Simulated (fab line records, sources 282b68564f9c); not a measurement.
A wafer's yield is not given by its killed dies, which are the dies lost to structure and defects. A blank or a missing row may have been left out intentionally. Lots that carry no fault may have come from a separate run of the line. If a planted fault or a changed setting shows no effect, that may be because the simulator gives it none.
Split-lot experiment ; flow rit-cmos ; 23 wafers read from 5 lots, route of 202 steps

== ON THE SPLIT ==
At RIT_CONTACT_COAT_03 (resist thk 1000 nm), the setting spin-rpm was moved away from the recipe's 3250 rpm on 10 of the 23 wafers read, by -5.1% to +2.6%. This setting was run at the recipe's value on the other wafers.

== FROM THE SPLIT TO THE READING: what the file shows between them, 5 steps ==
- RIT_CONTACT_EXPOSE_05: exposes mask M11, target cd 1000 nm (also split here: dose-mj)
- RIT_CONTACT_PEB_06
- RIT_CONTACT_DEVELOP_07: develop time 120 s
- RIT_CONTACT_CD_MEAS_08: target cd 1000 nm
- RIT_CONTACT_HARDBAKE_10: time 60 s

== THE READING ==
NOVOLAK_of_CONTACT_COAT_03.thk-nm (the simulator's own value, which no gauge read), in nm, at RIT_CONTACT_ETCH_11 (etches SiO2 in CHF3/CF4/Ar, stops on TiSi2, target depth 480 nm, time 320 s). There is no usual value for it anywhere in the file. Across the 13 wafers here that went through the recipe, the average is 767.4 nm and the standard deviation 2.3 nm.

wafer;tool, chamber at the split;spin-rpm as run, rpm;against the recipe;NOVOLAK_of_CONTACT_COAT_03.thk-nm, nm;against lot-mates on the recipe
L076.1;litho-track-01, 0;3335;+2.6%;760.3;-10.3
L076.3;litho-track-01, 0;3335;+2.6%;758.2;-12.4
L076.4;litho-track-01, 0;3250;recipe;769;-
L076.5;litho-track-01, 0;3250;recipe;772.2;-
L076.6;litho-track-01, 0;3335;+2.6%;759.4;-11.2
L077.1;litho-track-02, 0;3083;-5.1%;791.8;+24.0
L077.3;litho-track-02, 0;3083;-5.1%;788.2;+20.5
L077.4;litho-track-02, 0;3083;-5.1%;794.6;+26.9
L077.5;litho-track-02, 0;3250;recipe;765.6;-
L077.6;litho-track-02, 0;3250;recipe;769.9;-
L082.1;litho-track-02, 0;3107;-4.4%;790.7;+22.5
L082.3;litho-track-02, 0;3107;-4.4%;787.9;+19.7
L082.4;litho-track-02, 0;3250;recipe;766.4;-
L082.5;litho-track-02, 0;3250;recipe;769.8;-
L082.6;litho-track-02, 0;3250;recipe;768.5;-
L083.1;litho-track-02, 0;3250;recipe;764.2;-
L083.2;litho-track-02, 0;3164;-2.6%;781.9;+15.6
L083.4;litho-track-02, 0;3164;-2.6%;780.5;+14.2
L083.5;litho-track-02, 0;3250;recipe;767.5;-
L083.6;litho-track-02, 0;3250;recipe;767.2;-
L085.1;litho-track-02, 0;3250;recipe;763.9;-
L085.2;litho-track-02, 0;3250;recipe;765.5;-
L085.3;litho-track-02, 0;3250;recipe;766.3;-

FIT RESULTS
A straight line over all 23 wafers: NOVOLAK_of_CONTACT_COAT_03.thk-nm changes by -4.46 nm for each +1% of spin-rpm; r = -0.97; the points scatter about the line by 2.6 nm.
The same after taking each lot's own level away (the mean of its wafers on the recipe; 23 wafers): -4.67 nm for each +1%; r = -0.99; scatter 1.8 nm.
According to that fit, moving spin-rpm by its largest amount changes the reading by 24 nm.
From 765.23 to 770.60 nm: that is the span of the lots' own levels, equal to 2.3 times the standard deviation above.
The two slopes agree, so the slope changes little with the lot-to-lot level.
Check: for one of the wafers moved furthest among these (-5.1%), held out of the fit, the line's prediction against its lot-mates is +24.4 nm. It came out at +24 nm against them.

== THE OTHER SPLITS THESE WAFERS WENT THROUGH ==
Other splits were also applied to these wafers ahead of the reading. Each is held against what the fit with the lots' levels taken away leaves over:
other split on the same wafers;wafers away from the commonest value;r with NOVOLAK_of_CONTACT_COAT_03.thk-nm (lot level and that fit taken away)
RIT_NLDD_COAT_01 resist-thk-nm;5;+0.01
RIT_NLDD_IMPLANT_08 dose-cm2;6;+0.21
RIT_NSD_SOFTBAKE_02 temp-c;10;-0.01
RIT_NSD_IMPLANT_08 energy-kev;6;-0.07
RIT_PSD_IMPLANT_08 tilt-deg;9;+0.32
RIT_SILICIDE_SPUTTER_01 power-w;10;+0.00
RIT_CONTACT_EXPOSE_05 dose-mj;7;+0.10

== THE WHOLE CHAIN: every reading that the file lists as answering this split, in the file's order ==
step;what it does;reading;change (the file's fit);r (the file's)
RIT_CONTACT_COAT_03;resist thk 1000 nm;NOVOLAK_of_CONTACT_COAT_03.thk-nm (the simulator's own value, which no gauge read);-5.29 nm for each +1% of the setting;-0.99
RIT_CONTACT_HARDBAKE_10;time 60 s;NOVOLAK_of_CONTACT_COAT_03.thk-nm (the simulator's own value, which no gauge read);-4.62 nm for each +1% of the setting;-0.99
RIT_CONTACT_ETCH_11;etches SiO2 in CHF3/CF4/Ar, stops on TiSi2, target depth 480 nm, time 320 s;NOVOLAK_of_CONTACT_COAT_03.thk-nm (the simulator's own value, which no gauge read);-4.77 nm for each +1% of the setting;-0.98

== THE FILE'S OWN FIT ==
NOVOLAK_of_CONTACT_COAT_03.thk-nm changes by -4.77 nm for each +1% of spin-rpm, r = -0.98.
